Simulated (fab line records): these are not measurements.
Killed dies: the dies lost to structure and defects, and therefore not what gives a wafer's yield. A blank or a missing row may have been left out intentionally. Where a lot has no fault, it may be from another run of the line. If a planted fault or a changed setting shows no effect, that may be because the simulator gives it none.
A struck lot beside a sound one || flow berkeley_cmos170 || 14 steps out of a route of 331
Sound: the wafers L363.1, L363.2, L363.5. Struck: wafers L375.1, L375.4, L375.5. Last of all comes the cause.
Each step with rows lists, per side, the tool, then ch with its chambers, then its first start. Under that, the readings that differ: sound wafers || struck wafers || difference of the means || sigmas: that difference in standard deviations of wafers without a fault.
alike: readings whose means differ by less than 2 such deviations, and words and numbers that are the same on both sides. not compared: withheld readings, readings that some wafer has no value for, bounds like >300 that may hide the same value, and numbers for which the record gives no deviation and whose values overlap.
The two part at a step that has a row with sigmas, a row that says differs or no value, or rows on one side only. Numbers that don't overlap but have no deviation are shown without sigmas and don't part them. A reading missing from all wafers of one side parts the sides only when that side holds two or more wafers.

UCB170_ZERO_STRIP_07: strips in O2.
  sound on plasma_asher-03 ch 0,1, day 2 05:29; struck on plasma_asher-03 ch 0,1, day 4 11:29
  alike: drypump_motor_current_A, oes_product_au, strip_time_to_endpoint_s
  not compared: rf_hours_counter_h
then, 2 steps without rows for these wafers: UCB170_NWELL_WET_ETCH_00 (etches SiO2 in dHF, time 200 s); UCB170_NWELL_OXIDATION_01 (target thk 26.4 nm, ox time 1260 s).
UCB170_NWELL_THK_MEAS_02:
  sound on film_metro-04, day 2 11:51; struck on film_metro-01, day 4 15:41
  alike: NWELL_OXIDE_THK
then, 2 steps without rows for these wafers: UCB170_NWELL_ANNEAL_03 (time 900 s); UCB170_NWELL_CVD_04 (deposits Si3N4 from SiH2Cl2/NH3, target thk 224 nm, time 3360 s).
UCB170_NWELL_THK_MEAS_05:
  sound on film_metro-01, day 2 20:05; struck on film_metro-03, day 5 00:03
  alike: NWELL_NITRIDE_THK
then, 5 steps without rows for these wafers: UCB170_NWELL_HMDS_06 (prime time 60 s); UCB170_NWELL_COAT_07 (resist thk 900 nm); UCB170_NWELL_SOFTBAKE_08 (time 60 s); UCB170_NWELL_EXPOSE_09 (exposes mask NWELL, target cd 3000 nm); UCB170_NWELL_PEB_10.
UCB170_NWELL_DEVELOP_11: develop time 45 s.
  sound on litho_track-01 ch 0, day 2 21:00; struck on litho_track-04, day 5 00:00
  no value came back on the struck wafers for chill_plate_temp_C (C), develop_time_s (s), resist_line_temp_C (C); on the sound wafers chill_plate_temp_C (C) reads 23.18 23.03 22.89
{"reading": "model.KrF_of_NWELL_COAT_07.thk_nm (nm)", "sound": "889.5 883 885", "struck": "902.3 899.8 904", "difference": "+16.2", "sigmas": ""}
UCB170_NWELL_OVL_MEAS_12:
  sound on overlay-01, day 2 21:17; struck on overlay-02, day 5 00:57
{"reading": "NWELL_OVL (nm)", "sound": "-4 3 -9", "struck": "- - -", "difference": "no value on the struck wafers", "sigmas": ""}

## WHERE THEY PART
First at UCB170_NWELL_DEVELOP_11; last, within this record, at UCB170_NWELL_OVL_MEAS_12.

WHY: whatever the simulator had introduced
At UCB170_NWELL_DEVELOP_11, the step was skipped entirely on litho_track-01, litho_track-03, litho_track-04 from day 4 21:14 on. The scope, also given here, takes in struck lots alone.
